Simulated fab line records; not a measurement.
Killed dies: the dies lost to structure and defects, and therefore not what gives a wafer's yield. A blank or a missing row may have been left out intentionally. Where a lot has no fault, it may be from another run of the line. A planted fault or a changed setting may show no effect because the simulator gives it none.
Matching of chambers | flow berkeleyCmos170 | 3 sister chambers for UCB170_V1_CVD_00 on pecvd-03
The step deposits SiO2 from TEOS/O2, target thk 2000 nm, time 250 s. 22 wafers are shown with their chamber, then 11 later ones without.

WAFERS PAIRED WITH THEIR CHAMBERS
wafer  | chamber | heaterPowerW (W)
L074.3 | 2       | 271
L074.4 | 1       | 197
L074.5 | 0       | 211
L076.1 | 1       | 208
L076.3 | 2       | 289
L076.4 | 2       | 218
L078.3 | 0       | 272
L078.4 | 0       | 217
L078.5 | 2       | 306
L079.3 | 1       | 271
L079.5 | 0       | 210
L079.6 | 1       | 199
L082.2 | 2       | 283
L082.3 | 0       | 301
L082.6 | 1       | 277
L083.2 | 1       | 256
L083.5 | 2       | 215
L083.6 | 1       | 201
L086.1 | 2       | 238
L086.2 | 1       | 282
L086.6 | 1       | 193
L089.2 | 2       | 289

SIGNATURES (means of the wafers above)
reading      | chamber 0 | chamber 1 | chamber 2 | scatter within a chamber
heaterPowerW | 242.20    | 231.56    | 263.62    | 38.1
Rule: for a wafer and a chamber, the distance is found by dividing, reading by reading, the gap between the wafer's reading and the chamber's mean by the reading's scatter, squaring, summing and taking the root. The wafer belongs to the nearest chamber; if the next one is less than 2 further off, it can't be placed. How the scatter is found: for the shown wafers, subtract from each reading the mean of its chamber, square and add these, divide the total by (wafers less chambers), then take the root.

WAFERS WITHOUT THEIR CHAMBER
wafer  | heaterPowerW (W)
L089.3 | 249
L089.5 | 295
L092.1 | 201
L092.2 | 288
L092.5 | 267
L095.2 | 263
L095.5 | 310
L095.6 | 285
L097.2 | 248
L097.3 | 283
L097.6 | 201

EACH ONE'S CHAMBER
wafer  | from the rows above          | in truth
L089.3 | can't be placed: 0 or 2 or 1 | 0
L089.5 | can't be placed: 2 or 0 or 1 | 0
L092.1 | can't be placed: 1 or 0 or 2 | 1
L092.2 | can't be placed: 2 or 0 or 1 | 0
L092.5 | can't be placed: 2 or 0 or 1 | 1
L095.2 | can't be placed: 2 or 0 or 1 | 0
L095.5 | can't be placed: 2 or 0 or 1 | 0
L095.6 | can't be placed: 2 or 0 or 1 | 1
L097.2 | can't be placed: 0 or 2 or 1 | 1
L097.3 | can't be placed: 2 or 0 or 1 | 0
L097.6 | can't be placed: 1 or 0 or 2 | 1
Correct placement for 0 of the 11. These rows do not allow placing 11 (true chamber among the candidates in 11). Wrongly placed: 0.
